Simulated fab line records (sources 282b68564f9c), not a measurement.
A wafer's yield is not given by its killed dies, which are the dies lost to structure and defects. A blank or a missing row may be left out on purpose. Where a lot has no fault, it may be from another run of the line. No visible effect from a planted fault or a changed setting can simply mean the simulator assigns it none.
A struck lot beside a sound one :: flow rit cmos :: 14 steps out of a route of 202
Sound: these wafers, L266.2, L266.3, L266.4. Struck: wafers L278.4, L278.5, L278.6. Last of all comes the cause.
Per side, at each step with rows, come the tool, then ch with its chambers, and then its first start. Under that, the readings that differ: sound wafers :: struck wafers :: difference of the means :: sigmas: that difference in standard deviations of wafers without a fault.
alike: readings whose means differ by less than 2 such deviations, and words and numbers that are the same on both sides. not compared: withheld readings, readings that some wafer has no value for, bounds like >300 that may hide the same value, and numbers for which the record gives no deviation and whose values overlap.
The two part at a step that has a row with sigmas, a row that says differs or no value, or rows on one side only. When numbers do not overlap yet have no deviation, they are printed without sigmas and do not part them. A reading missing from all wafers of one side parts the sides only when that side holds two or more wafers.

RIT_PLDD_TW_MEAS_10:
  sound on film metro-02, day 3 11:56; struck on film metro-04, day 6 00:52
  alike: PLDD_TW
then, 4 steps without rows for these wafers: RIT_SPACER_CLEAN_00 (cleans in SC1, time 600 s); RIT_SPACER_CLEAN_01 (cleans in dHF, time 30 s); RIT_SPACER_CLEAN_02 (cleans in SC2, time 600 s); RIT_SPACER_CVD_03 (deposits Si3N4 from SiH2Cl2/NH3, target thk 250 nm, time 3300 s).
RIT_SPACER_THK_MEAS_04:
  sound on film metro-01, day 3 14:29; struck on film metro-04, day 6 03:13
  alike: SPACER_NITRIDE_THK
RIT_SPACER_ETCHBACK_05: etches Si3N4 in SF6/CHF3, stops on SiO2, target depth 250 nm, time 240 s.
  sound on rie diel-01 ch 0,2,3, day 3 14:32; struck on rie diel-02 ch 0,1,3, day 6 03:14
  alike: drypump motor current A, oes product au, throttle valve pct
  not compared: rf hours counter h
then, 2 steps without rows for these wafers: RIT_NSD_HMDS_00 (prime time 60 s); RIT_NSD_COAT_01 (resist thk 1000 nm).
RIT_NSD_SOFTBAKE_02: time 61.69 s.
  sound on litho track-01 ch 0, day 3 15:01; struck on litho track-03 ch 0, day 6 03:46
  alike: chill plate temp C, plate sensor t centre C, plate sensor t edge C
then, 2 steps without rows for these wafers: RIT_NSD_EXPOSE_03 (exposes mask M9, target cd 40700 nm); RIT_NSD_PEB_04.
RIT_NSD_DEVELOP_05: develop time 50 s.
  sound on litho track-03 ch 0, day 3 15:00; struck on litho track-01, day 6 04:00
  no value came back on the struck wafers for chill plate temp C (C), develop time s (s); on the sound wafers chill plate temp C (C) reads 22.93 22.89 23.09
RIT_NSD_OVL_MEAS_06:
  sound on overlay-02, day 3 15:32; struck on overlay-02, day 6 04:23
reading: NSD_OVL (nm)
sound: 2.3 0.7 1.7
struck: - - -
difference: no value on the struck wafers
sigmas: 

== WHERE THEY PART ==
At RIT_NSD_DEVELOP_05 first; at RIT_NSD_OVL_MEAS_06 last (within this record only).

WHY: what the simulator had put in
At RIT_NSD_DEVELOP_05, the step was skipped entirely on litho track-01 from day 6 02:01 on. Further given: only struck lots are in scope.
